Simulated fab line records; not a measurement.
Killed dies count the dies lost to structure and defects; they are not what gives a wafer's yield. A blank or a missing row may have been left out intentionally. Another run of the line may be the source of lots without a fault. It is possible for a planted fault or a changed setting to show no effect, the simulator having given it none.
What tool caused it?	flow berkeley_cmos170	9 lots, 27 wafers sampled, at 3 steps of a route of 331

== WHAT THE GAUGES SHOWED, per wafer ==
UCB170_PSD_TW_MEAS_10.
lot	measured	on	PSD_TW
L601	day 7 23:23	film_metro-01	2316 2322 2314
L602	day 7 23:31	film_metro-02	2340 2350 2356
L600	day 7 23:55	film_metro-01	2333 2323 2314
L604	day 8 12:26	film_metro-01	2315 2314 2306
L603	day 8 12:46	film_metro-01	2306 2317 2315
L605	day 8 19:42	film_metro-04	2967 2982 2960
L606	day 8 19:49	film_metro-02	3010 3019 3021
L607	day 8 20:05	film_metro-01	2965 2974 2979
L608	day 9 08:04	film_metro-04	2992 2998 3009

== TOOL THAT RAN EACH LOT (tool first, then ch and the chambers of the sampled wafers, then the start) ==
lot	UCB170_PSD_IMPLANT_08	UCB170_PSD_STRIP_09
L601	implanter-01 ch 0, day 7 23:08	plasma_asher-04 ch 0,1, day 7 23:17
L602	implanter-04 ch 0, day 7 23:17	plasma_asher-01 ch 0,1, day 7 23:25
L600	implanter-02 ch 0, day 7 23:40	plasma_asher-04 ch 0,1, day 7 23:48
L604	implanter-02 ch 0, day 8 12:13	plasma_asher-01 ch 0,1, day 8 12:20
L603	implanter-02 ch 0, day 8 12:31	plasma_asher-03 ch 0,1, day 8 12:40
L605	implanter-02 ch 0, day 8 19:28	plasma_asher-04 ch 0,1, day 8 19:35
L606	implanter-01 ch 0, day 8 19:36	plasma_asher-01 ch 0,1, day 8 19:44
L607	implanter-02 ch 0, day 8 19:51	plasma_asher-04 ch 0,1, day 8 19:58
L608	implanter-04 ch 0, day 9 07:50	plasma_asher-01 ch 0,1, day 9 07:59
- UCB170_PSD_IMPLANT_08
- UCB170_PSD_STRIP_09: strips in O2.

== THE ANSWER, worked out from the rows above alone ==
Rule: usual is defined by the lots themselves. The widest of any qualifying gaps counts: lots, ordered by their means at a reading, are off when they make up no more than a third of the lots, leave a main group of 4 or more, and stand apart from it by 3 or more times the standard deviation of that group's means. A main group is skipped when, at the precision printed for the reading in the tables above, its means are all equal. A lot without any number at a reading at which 4 lots or more have one is off too. All remaining lots with rows at the step are treated as sound.
No lot is off on any of the readings shown, so nothing can be concluded from this.

== WHAT WAS PUT IN BY THE SIMULATOR ==
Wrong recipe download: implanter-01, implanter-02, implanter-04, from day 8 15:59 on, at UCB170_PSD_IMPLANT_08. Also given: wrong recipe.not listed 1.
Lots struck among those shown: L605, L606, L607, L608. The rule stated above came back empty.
